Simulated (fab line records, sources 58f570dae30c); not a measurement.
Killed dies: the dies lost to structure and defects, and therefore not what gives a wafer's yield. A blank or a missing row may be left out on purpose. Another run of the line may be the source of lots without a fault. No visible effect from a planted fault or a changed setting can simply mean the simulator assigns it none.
Which tool did it? | flow berkeley_cmos170 | 13 lots with 39 wafers sampled at 6 steps, on a route of 331 steps

## WHAT THE GAUGES SHOWED, per wafer
UCB170_M2_CD_MEAS_90: target cd 700 nm. Usual: cd_nm at 700 nm, with a standard deviation of 3.6.
lot  | measured     | on        | cd_nm (nm)  | flag
L726 | day 9 06:34  | cd_sem-01 | 693 690 705 |
L730 | day 9 06:57  | cd_sem-02 | 697 701 699 |
L729 | day 9 07:02  | cd_sem-01 | 698 701 700 |
L728 | day 9 09:35  | cd_sem-01 | 701 704 699 |
L731 | day 10 12:58 | cd_sem-01 | 702 700 701 |
L734 | day 10 15:37 | cd_sem-02 | 697 696 692 |
L732 | day 10 15:49 | cd_sem-01 | 703 700 696 |
L738 | day 10 23:59 | cd_sem-02 | 697 695 694 |
L736 | day 11 02:15 | cd_sem-01 | 702 701 702 |
L744 | day 13 01:41 | cd_sem-01 | 701 704 699 |
L741 | day 13 03:29 | cd_sem-02 | 704 694 695 |
L745 | day 13 07:56 | cd_sem-02 | 698 696 695 |
L749 | day 14 00:21 | cd_sem-01 | 695 701 699 |

UCB170_V2_BOW_MEAS_03. Usual: for V2_BOW the level is 35 um and the standard deviation is 7.3.
lot  | measured     | on            | V2_BOW (um) | flag
L726 | day 9 07:15  | film_metro-03 | 33 20 25    |
L730 | day 9 07:35  | film_metro-04 | 43 34 45    |
L729 | day 9 07:44  | film_metro-03 | 23 32 18    |
L728 | day 9 10:14  | film_metro-04 | 36 40 49    |
L731 | day 10 13:36 | film_metro-01 | 43 26 43    |
L734 | day 10 16:15 | film_metro-03 | 36 31 31    |
L732 | day 10 16:27 | film_metro-01 | 32 43 38    |
L738 | day 11 00:38 | film_metro-03 | 27 27 35    |
L736 | day 11 02:53 | film_metro-01 | 31 34 36    |
L744 | day 13 02:31 | film_metro-03 | 37 17 25    |
L741 | day 13 04:07 | film_metro-01 | 30 35 36    |
L745 | day 13 08:34 | film_metro-03 | 40 38 27    |
L749 | day 14 00:59 | film_metro-04 | 39 34 31    |

UCB170_V2_CD_MEAS_90: target cd 700 nm. Usual: cd_nm at 700.6 nm, with a standard deviation of 1.5.
lot  | measured     | on        | cd_nm (nm)        | flag
L726 | day 9 09:34  | cd_sem-02 | 700.0 699.4 701.9 |
L730 | day 9 09:51  | cd_sem-02 | 701.7 699.6 701.4 |
L729 | day 9 10:07  | cd_sem-02 | 702.9 700.8 701.4 |
L728 | day 9 12:07  | cd_sem-01 | 700.9 702.4 702.5 |
L731 | day 10 15:50 | cd_sem-02 | 702.0 700.3 702.0 |
L734 | day 10 18:31 | cd_sem-02 | 701.3 703.7 702.5 |
L732 | day 10 18:40 | cd_sem-01 | 701.1 700.8 699.9 |
L738 | day 11 02:57 | cd_sem-01 | 700.0 698.7 699.2 |
L736 | day 11 05:02 | cd_sem-01 | 700.3 699.2 699.2 |
L744 | day 13 05:36 | cd_sem-01 | 700.6 698.2 699.9 |
L741 | day 13 06:53 | cd_sem-01 | 698.0 698.9 698.2 |
L745 | day 13 10:56 | cd_sem-01 | 702.8 701.7 703.1 |
L749 | day 14 03:10 | cd_sem-01 | 699.7 701.1 701.9 |

UCB170_M3_RS_MEAS_02: uses a four-point probe to measure. Usual: for M3_AL_RS the level is 0.0321 ohm/sq and the standard deviation is 0.00031.
lot  | measured     | on            | M3_AL_RS (ohm/sq)                         | flag
L726 | day 9 09:50  | film_metro-03 | 0.0318 0.0318 0.0317                      |
L730 | day 9 10:07  | film_metro-03 | 0.0314 0.0316 0.0323                      |
L729 | day 9 10:23  | film_metro-01 | 0.0325 0.0324 0.0320                      |
L728 | day 9 12:23  | film_metro-01 | 0.0319 0.0321 0.0324                      |
L731 | day 10 16:06 | film_metro-02 | 0.0325 0.0317 0.0319                      |
L734 | day 10 18:47 | film_metro-02 | 0.0319 0.0320 0.0322                      |
L732 | day 10 18:56 | film_metro-02 | 0.0327 0.0247 0.0320 0.0327 0.0247 0.0321 | OFF
L738 | day 11 03:13 | film_metro-02 | 0.0325 0.0322 0.0324                      |
L736 | day 11 05:19 | film_metro-02 | 0.0325 0.0323 0.0323                      |
L744 | day 13 05:52 | film_metro-03 | 0.0323 0.0322 0.0325                      |
L741 | day 13 07:09 | film_metro-03 | 0.0323 0.0324 0.0323                      |
L745 | day 13 11:12 | film_metro-03 | 0.0322 0.0319 0.0320                      |
L749 | day 14 03:26 | film_metro-02 | 0.0326 0.0320 0.0321                      |

UCB170_M3_THK_MEAS_03: measures by xrf. Usual: for M3_AL_THK the level is 888 nm and the standard deviation is 11.
lot  | measured     | on            | M3_AL_THK (nm)            | flag
L726 | day 9 09:58  | film_metro-03 | 908 903 907               |
L730 | day 9 10:14  | film_metro-03 | 916 915 889               |
L729 | day 9 10:30  | film_metro-01 | 873 878 888               |
L728 | day 9 12:29  | film_metro-01 | 887 885 871               |
L731 | day 10 16:12 | film_metro-02 | 874 892 891               |
L734 | day 10 18:53 | film_metro-02 | 887 885 885               |
L732 | day 10 21:51 | film_metro-02 | 868 1141 881 869 1147 884 | OFF
L738 | day 11 03:20 | film_metro-02 | 876 875 872               |
L736 | day 11 05:25 | film_metro-02 | 869 880 880               |
L744 | day 13 05:59 | film_metro-03 | 889 896 886               |
L741 | day 13 07:16 | film_metro-03 | 896 891 898               |
L745 | day 13 11:19 | film_metro-03 | 898 902 899               |
L749 | day 14 03:32 | film_metro-02 | 873 884 886               |

## WHAT TOOL EACH LOT RAN ON (gives the tool, then ch and the chambers of the sampled wafers, and finally the start)
lot  | UCB170_M3_SPUTTER_01
L726 | pvd_sputter-01, day 9 09:46
L730 | pvd_sputter-04, day 9 10:01
L729 | pvd_sputter-02, day 9 10:17
L728 | pvd_sputter-04, day 9 12:15
L731 | pvd_sputter-04, day 10 15:58
L734 | pvd_sputter-02, day 10 18:40
L732 | pvd_sputter-04, day 10 18:51
L738 | pvd_sputter-01, day 11 03:08
L736 | pvd_sputter-02, day 11 05:13
L744 | pvd_sputter-02, day 13 05:47
L741 | pvd_sputter-01, day 13 07:04
L745 | pvd_sputter-02, day 13 11:07
L749 | pvd_sputter-04, day 14 03:19
- UCB170_M3_SPUTTER_01: material Al, target thk 900 nm, time 120 s.

## AS READ BY THE TOOLS THEMSELVES (means over the sampled wafers that have a number; for cases with no such wafer, the mark the record gives instead)
UCB170_M3_SPUTTER_01. Usual: cathode_dc_power_W 6000.0 W, standard deviation 0.99; throttle_valve_pct 30.2 %, standard deviation 0.91.
lot  | tool           | cathode_dc_power_W (W) | throttle_valve_pct (%) | flag
L726 | pvd_sputter-01 | 6000.8                 | 29.5                   |
L730 | pvd_sputter-04 | 5999.9                 | 29.9                   |
L729 | pvd_sputter-02 | 6000.4                 | 30.9                   |
L728 | pvd_sputter-04 | 6000.2                 | 30.5                   |
L731 | pvd_sputter-04 | 6000.2                 | 30.6                   |
L734 | pvd_sputter-02 | 5999.0                 | 30.7                   |
L732 | pvd_sputter-04 | 6568.4                 | 30.2                   | OFF
L738 | pvd_sputter-01 | 5998.9                 | 29.5                   |
L736 | pvd_sputter-02 | 5999.9                 | 30.2                   |
L744 | pvd_sputter-02 | 6000.2                 | 30.2                   |
L741 | pvd_sputter-01 | 5999.2                 | 29.6                   |
L745 | pvd_sputter-02 | 5998.8                 | 30.6                   |
L749 | pvd_sputter-04 | 6000.7                 | 30.1                   |

## THE ANSWER, worked out from the rows above alone
Rule: lot off if the mean of its wafers having a number is beyond 3 standard deviations from the usual mean. Also off: a lot with no number at a reading for which 4 or more lots have one. Where the step has rows for the other lots, those lots are counted as sound. The gauges are gone through in route order, then the tools' own readings, and for those a lot's mean is taken as printed above. The first step at which some lot is off is used, and at that step the reading that is off furthest; a lot without a number counts as furthest.
Off: L732, seen at UCB170_M3_RS_MEAS_02 (M3_AL_RS).
If a tool, at a process step before that reading, ran all the lots that are off and no sound lot after the first of them, it fits. The gauges at UCB170_M3_RS_MEAS_02 aren't tried: what is off there is off at UCB170_M3_SPUTTER_01 too, on other tools, and a gauge's error can't cause that. No candidate that was tried fits.

## WHAT THE SIMULATOR HAD PUT IN
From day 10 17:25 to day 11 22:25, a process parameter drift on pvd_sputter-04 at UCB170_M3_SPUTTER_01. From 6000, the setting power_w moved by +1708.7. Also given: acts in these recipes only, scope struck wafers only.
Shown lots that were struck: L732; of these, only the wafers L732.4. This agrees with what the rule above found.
